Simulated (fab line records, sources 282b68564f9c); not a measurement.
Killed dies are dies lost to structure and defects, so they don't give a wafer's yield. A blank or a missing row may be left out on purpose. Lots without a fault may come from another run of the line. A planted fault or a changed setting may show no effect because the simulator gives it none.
Split-lot experiment | flow rit_cmos | 5 lots, 23 wafers read, on a route of 202 steps

THE SPLIT
At RIT_CONTACT_ETCH_11 (etches SiO2 in CHF3/CF4/Ar, stops on TiSi2, target depth 480 nm, time 320 s), the setting time_s was moved away from the recipe's 320 s on 11 of the 23 wafers read, by -14.0% to +13.1%. The other wafers ran this setting at the recipe's value.

The reading is taken at the split's own step.

THE READING
NOVOLAK_of_CONTACT_COAT_03.thk_nm (the simulator's own value, which no gauge read), in nm, at RIT_CONTACT_ETCH_11 (etches SiO2 in CHF3/CF4/Ar, stops on TiSi2, target depth 480 nm, time 320 s). The file gives no usual value for it. The 12 wafers here that ran the recipe average 770.3 nm, standard deviation 4.2 nm.

wafer  | tool, chamber at the split | time_s as run, s | against the recipe | NOVOLAK_of_CONTACT_COAT_03.thk_nm, nm | against lot-mates on the recipe
L076.1 | rie_diel-02, 3             | 275.1            | -14.0%             | 783.1                                 | +13.3
L076.2 | rie_diel-02, 1             | 275.1            | -14.0%             | 787.2                                 | +17.4
L076.4 | rie_diel-02, 2             | 275.1            | -14.0%             | 786.8                                 | +17.0
L076.5 | rie_diel-02, 3             | 320              | recipe             | 768.7                                 | -
L076.6 | rie_diel-02, 2             | 320              | recipe             | 770.9                                 | -
L077.1 | rie_diel-01, 2             | 320              | recipe             | 768.3                                 | -
L077.2 | rie_diel-01, 0             | 300.7            | -6.0%              | 778.7                                 | +8.2
L077.3 | rie_diel-01, 3             | 320              | recipe             | 772.7                                 | -
L077.5 | rie_diel-01, 3             | 300.7            | -6.0%              | 776.2                                 | +5.7
L077.6 | rie_diel-01, 2             | 300.7            | -6.0%              | 776.8                                 | +6.3
L078.2 | rie_diel-02, 3             | 291.5            | -8.9%              | 776.2                                 | +8.4
L078.3 | rie_diel-02, 0             | 320              | recipe             | 768.6                                 | -
L078.4 | rie_diel-02, 1             | 291.5            | -8.9%              | 777.9                                 | +10.1
L078.5 | rie_diel-02, 1             | 291.5            | -8.9%              | 777.4                                 | +9.6
L078.6 | rie_diel-02, 0             | 320              | recipe             | 767                                   | -
L080.2 | rie_diel-01, 2             | 320              | recipe             | 763.6                                 | -
L080.3 | rie_diel-01, 3             | 320              | recipe             | 766.2                                 | -
L080.5 | rie_diel-01, 3             | 320              | recipe             | 768                                   | -
L081.1 | rie_diel-02, 2             | 361.9            | +13.1%             | 758.7                                 | -17.7
L081.2 | rie_diel-02, 3             | 361.9            | +13.1%             | 760.8                                 | -15.6
L081.3 | rie_diel-02, 0             | 320              | recipe             | 777.7                                 | -
L081.4 | rie_diel-02, 1             | 320              | recipe             | 777.8                                 | -
L081.5 | rie_diel-02, 1             | 320              | recipe             | 773.8                                 | -

THE FIT
A straight line over all 23 wafers: NOVOLAK_of_CONTACT_COAT_03.thk_nm changes by -0.945 nm for each +1% of time_s; r = -0.89; the points scatter about the line by 3.5 nm.
The same after taking each lot's own level away (the mean of its wafers on the recipe; 23 wafers): -1.17 nm for each +1%; r = -0.98; scatter 1.6 nm.
On that fit, the largest move of time_s shifts the reading by 16 nm.
The lots' own levels span 765.93 to 776.43 nm, that is 2.5 times the standard deviation above.
So the lot-to-lot level changes the slope: the two fits differ.
Check: with one of the wafers moved furthest among these (-14.0%) left out of the fit, the line predicts +16.6 nm for it against its lot-mates. It came out at +13.3 nm against them.

OTHER SPLITS ON THESE WAFERS
These wafers also went through other splits before the reading. Each is held against what the fit with the lots' levels taken away leaves over:
other split on the same wafers        | wafers away from the commonest value | r with NOVOLAK_of_CONTACT_COAT_03.thk_nm (lot level and that fit taken away)
RIT_PLDD_IMPLANT_08 dose_cm2          | 10                                   | +0.17
RIT_NSD_COAT_01 spin_rpm              | 7                                    | -0.18
RIT_NSD_IMPLANT_08 energy_kev         | 4                                    | +0.23
RIT_PSD_SOFTBAKE_02 temp_c            | 9                                    | +0.00
RIT_PSD_IMPLANT_08 energy_kev         | 9                                    | +0.14
RIT_SILICIDE_SPUTTER_01 time_s        | 5                                    | -0.16
RIT_CONTACT_DEVELOP_07 develop_time_s | 10                                   | -0.22

THE FILE'S OWN FIT
NOVOLAK_of_CONTACT_COAT_03.thk_nm changes by -1.17 nm for each +1% of time_s, r = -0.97.
